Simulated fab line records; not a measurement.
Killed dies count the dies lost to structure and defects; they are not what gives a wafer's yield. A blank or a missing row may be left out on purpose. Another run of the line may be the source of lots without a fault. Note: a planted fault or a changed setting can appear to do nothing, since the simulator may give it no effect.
Comparing a struck lot with a sound one ; flow rit cmos ; 43 out of 202 route steps
Sound: the wafers L424.2, L424.4, L424.6. Struck: wafers L436.3, L436.4, L436.5. Last of all comes the cause.
At each step with rows: each side's tool, then ch and its chambers, then its first start. Under that, the readings that differ: sound wafers ; struck wafers ; difference of the means ; sigmas: that difference in standard deviations of wafers without a fault.
alike: readings whose means differ by less than 2 such deviations, and words and numbers that are the same on both sides. not compared: withheld readings, readings that some wafer has no value for, bounds like >300 that may hide the same value, and numbers for which the record gives no deviation and whose values overlap.
A row with sigmas, a row that says differs or no value, or rows on one side alone: a step with any of these is where the two part. Numbers that have no deviation but don't overlap get no sigmas and don't part them. Lack of a reading on every wafer of one side parts them only where that side has two or more wafers.

RIT_PWELL_TW_MEAS_10:
  sound on film metro-01 at day 1 23:14; struck on film metro-04 at day 4 18:31
reading;sound;struck;difference;sigmas
PWELL_TW;932 931 927;966 963 966;+35;+3
then, 1 step without rows for these wafers: RIT_WELLDRIVE_ANNEAL_00 (time 14700 s).
RIT_WELLDRIVE_RS_MEAS_01: uses a four-point probe to measure.
  sound on film metro-01 at day 2 04:25; struck on film metro-04 at day 5 00:24
  alike: NWELL_RS
RIT_WELLDRIVE_RS_MEAS_02: uses a four-point probe to measure.
  sound on film metro-01 at day 2 04:32; struck on film metro-04 at day 5 00:31
  alike: PWELL_RS
then, 6 steps without rows for these wafers: RIT_NRETRO_HMDS_00 (prime time 60 s); RIT_NRETRO_COAT_01 (resist thk 1300 nm); RIT_NRETRO_SOFTBAKE_02 (time 60 s); RIT_NRETRO_EXPOSE_03 (exposes mask M4, target cd 43900 nm); RIT_NRETRO_PEB_04; RIT_NRETRO_DEVELOP_05 (develop time 68 s).
RIT_NRETRO_OVL_MEAS_06:
  sound on overlay-02 at day 2 05:32; struck on overlay-02 at day 5 01:37
  alike: NRETRO_OVL
then, 1 step without rows for these wafers: RIT_NRETRO_HARDBAKE_07 (time 120 s).
RIT_NRETRO_IMPLANT_08:
  sound on implanter-03 ch 0, day 2 05:50; struck on implanter-01 ch 0, day 5 01:56
reading;sound;struck;difference;sigmas
implant ion amu;31 31 31;11 11 11;-20;
model.implant.rp nm (nm);83.96 83.96 83.96;236.7 236.7 236.7;+152.7;
model.implant.drp nm (nm);33.94 33.94 33.94;70.05 70.05 70.05;+36.11;
RIT_NRETRO_STRIP_09: strips in O2, time 180 s.
  sound on plasma asher-03 ch 0,1, day 2 05:58; struck on plasma asher-03 ch 0,1, day 5 02:06
  alike: chamber pressure mTorr, drypump motor current A, rf refl power W
  not compared: rf hours counter h
RIT_NRETRO_TW_MEAS_10:
  sound on film metro-01 at day 2 06:08; struck on film metro-01 at day 5 02:28
reading;sound;struck;difference;sigmas
NRETRO_TW;1031 1026 1029;467 466 465;-563;-40
  not compared: hold
then, 5 steps without rows for these wafers: RIT_PRETRO_COAT_01 (resist thk 1300 nm); RIT_PRETRO_SOFTBAKE_02 (time 60 s); RIT_PRETRO_EXPOSE_03 (exposes mask M5, target cd 43700 nm); RIT_PRETRO_PEB_04; RIT_PRETRO_DEVELOP_05 (develop time 68 s).
RIT_PRETRO_OVL_MEAS_06:
  sound on overlay-01 at day 2 07:12; struck on overlay-01 at day 5 08:46
  alike: PRETRO_OVL
then, 2 steps without rows for these wafers: RIT_PRETRO_HARDBAKE_07 (time 120 s); RIT_PRETRO_IMPLANT_08.
RIT_PRETRO_STRIP_09: strips in O2, time 180 s.
  sound on plasma asher-04 ch 0,1, day 2 07:38; struck on plasma asher-01 ch 0,1, day 5 09:15
  alike: chamber pressure mTorr, drypump motor current A, rf refl power W
  not compared: rf hours counter h
RIT_PRETRO_TW_MEAS_10:
  sound on film metro-04 at day 2 07:49; struck on film metro-03 at day 5 09:23
  alike: PRETRO_TW
then, 5 steps without rows for these wafers: RIT_GATE_WET_ETCH_00 (etches SiO2 in BOE, target depth 56 nm, time 60 s); RIT_GATE_CLEAN_01 (cleans in SC1, time 600 s); RIT_GATE_CLEAN_02 (cleans in dHF, time 30 s); RIT_GATE_CLEAN_03 (cleans in SC2, time 600 s); RIT_GATE_CLEAN_04 (cleans in dHF, time 60 s).
RIT_FOX2_THK_MEAS_91:
  sound on film metro-01 at day 2 08:18; struck on film metro-02 at day 5 10:01
  alike: FIELD_OXIDE_LEFT_2_THK
then, 2 steps without rows for these wafers: RIT_GATE_OXIDATION_05 (target thk 3 nm, ox time 270 s); RIT_GATE_ANNEAL_06 (time 600 s).
RIT_GATE_THK_MEAS_07:
  sound on film metro-02 at day 2 09:47; struck on film metro-03 at day 5 12:25
  alike: GATE_OXIDE_THK
then, 1 step without rows for these wafers: RIT_GATE_CVD_08 (deposits poly-Si from SiH4, target thk 250 nm, time 2220 s).
RIT_GATE_THK_MEAS_09:
  sound on film metro-01 at day 2 11:28; struck on film metro-01 at day 5 15:05
  alike: GATE_POLY_THK
then, 5 steps without rows for these wafers: RIT_GATE_HMDS_10 (prime time 60 s); RIT_GATE_COAT_11 (resist thk 850 nm); RIT_GATE_SOFTBAKE_12 (time 60 s); RIT_GATE_EXPOSE_13 (exposes mask M6, target cd 150 nm); RIT_GATE_PEB_14.
RIT_REOX_OXIDATION_03: target thk 25.2 nm, ox time 5580 s.
  sound on furnace-03 ch 0, day 2 13:52; struck on furnace-01 ch 0, day 5 17:31
reading;sound;struck;difference;sigmas
model.SiO2_of_REOX_OXIDATION_03.thk nm (nm);25.97 26.2 25.54;24.9 24.72 25.4;-0.9;
  alike: tube_center_temp_C_max
RIT_SPACER_CLEAN_00: cleans in SC1, time 600 s.
  sound on wet bench-02 ch 3, day 2 19:26; struck on wet bench-01 ch 1, day 5 23:07
reading;sound;struck;difference;sigmas
model.SiO2_of_REOX_OXIDATION_03.thk nm (nm);23.98 24.17 23.56;23 22.81 23.45;-1;

== WHERE THEY PART ==
At RIT_PWELL_TW_MEAS_10 first; at RIT_NRETRO_TW_MEAS_10 last (within this record only). Later steps at which nothing parts them and some readings are alike: RIT_PRETRO_OVL_MEAS_06, RIT_PRETRO_STRIP_09, RIT_PRETRO_TW_MEAS_10, RIT_FOX2_THK_MEAS_91, RIT_GATE_THK_MEAS_07, RIT_GATE_THK_MEAS_09, RIT_REOX_OXIDATION_03.

WHY: whatever the simulator had introduced
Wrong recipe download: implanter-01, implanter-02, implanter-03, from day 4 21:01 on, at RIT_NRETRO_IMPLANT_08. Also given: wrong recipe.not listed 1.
